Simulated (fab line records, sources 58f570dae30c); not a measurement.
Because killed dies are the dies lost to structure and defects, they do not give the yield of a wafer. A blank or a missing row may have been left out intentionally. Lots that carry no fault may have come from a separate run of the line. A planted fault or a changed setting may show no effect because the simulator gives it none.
Code-filled problem report in 8D (eight disciplines) form + flow berkeleyCmos170 + the parts of the form that need people (team, actions taken, sign-off) are left out

1. PROBLEM STATEMENT
NWELL_NITRIDE_THK at UCB170_NWELL_THK_MEAS_05 reads a mean of 235.6 nm on 6 wafers of 2 lots; wafers without a fault read 224.3 nm with a standard deviation of 1.7. Measured from the usual mean, that is +6.6 standard deviations.
First observed at day 4 09:49: wafer L167.1, on filmMetro-01. Wafers with a number at this step in the record: 33, from 11 lots. By rule, "out" or "out of limits" means more than 4 standard deviations away from the usual mean. The rest of the wafers with a number are treated as sound.

2. WHAT IT IS; WHAT IT IS NOT
| question                    | is                         | is not                                                                    |
|-----------------------------|----------------------------|---------------------------------------------------------------------------|
| which readings at this step | NWELL_NITRIDE_THK          | -                                                                         |
| which lots                  | L166, L167                 | L157, L158, L159, L160, L161, L162, L163, L177, L180                      |
| which wafers of those lots  | all that have a number     | -                                                                         |
| read on which gauges        | filmMetro-01, filmMetro-03 | filmMetro-02                                                              |
| when                        | from day 4 09:49           | up to then (21 sound wafers); but 6 sound wafers of L177, L180 came after |

3. SUSPECTS, AND WHAT RULES EACH OUT
Counting: a tool at any process step up to the reading remains a suspect when it ran all the lots that are out and ran no sound lot after the first of those.
- ruled out: the gauge at UCB170_NWELL_THK_MEAS_05. The wafers that are out were read on 2 gauges (filmMetro-01, filmMetro-03).
- lpcvd-02 at UCB170_NWELL_CVD_04 (deposits Si3N4 from SiH2Cl2/NH3, target thk 224 nm, time 3360 s): kept. Every lot that is out went through it, starting with L166 (day 4 07:53), and after that it ran no sound lot; the last sound lot it ran before then is L163 (day 3 14:56). Its own readings are out on those wafers: sih2cl2FlowSccm.
Left after counting: lpcvd-02 at UCB170_NWELL_CVD_04.

4. THE CAUSE (what the simulator had put in)
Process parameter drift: lpcvd-02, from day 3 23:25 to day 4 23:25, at UCB170_NWELL_CVD_04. The setting sih2cl2FlowSccm was moved by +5, starting from 25. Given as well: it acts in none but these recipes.
After counting, this tool was the only one left.

5. THE CHAIN OF EFFECTS, in route order
Rows list readings where the struck wafers' mean (over those with a number) sits beyond 3 standard deviations from the usual. Readings are gone through only where the record gives a usual standard deviation; hours: the median, over the lots, of the time from a lot's start at the first step in this table giving one to that lot's start at this step; sigmas: the change measured in usual standard deviations.
| hours | step                     | reading           | usual      | on struck wafers | change | sigmas |
|-------|--------------------------|-------------------|------------|------------------|--------|--------|
| 0     | UCB170_NWELL_CVD_04      | sih2cl2FlowSccm   | 25.01 sccm | 30.04            | +5.03  | +62    |
| 2     | UCB170_NWELL_THK_MEAS_05 | NWELL_NITRIDE_THK | 224.3 nm   | 235.6            | +11.3  | +6.6   |
The process steps in it:
- UCB170_NWELL_CVD_04: deposits Si3N4 from SiH2Cl2/NH3, target thk 224 nm, time 3360 s.
Later steps that measure or inspect, where all struck wafers having a row at the step show a number for every such reading and not one has moved that far: UCB170_PWELL_TW_MEAS_17, UCB170_NVT_OVL_MEAS_06.

6. HOW IT WOULD HAVE BEEN CAUGHT EARLIER
Counted from the fault's start at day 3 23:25, it took 10 hours until the first out-of-limits reading at a measuring or inspecting step in this record, taken at day 4 09:49.
Tool's own readings at UCB170_NWELL_CVD_04, sih2cl2FlowSccm: out on all struck wafers the step has rows for; an alarm limit on them would have tripped on the first.
The start of UCB170_NWELL_CVD_04 on lpcvd-02 came by day 4 09:49 for every one of the lots that are out (2). Had the tool been put on hold then, not one of them would have been saved.
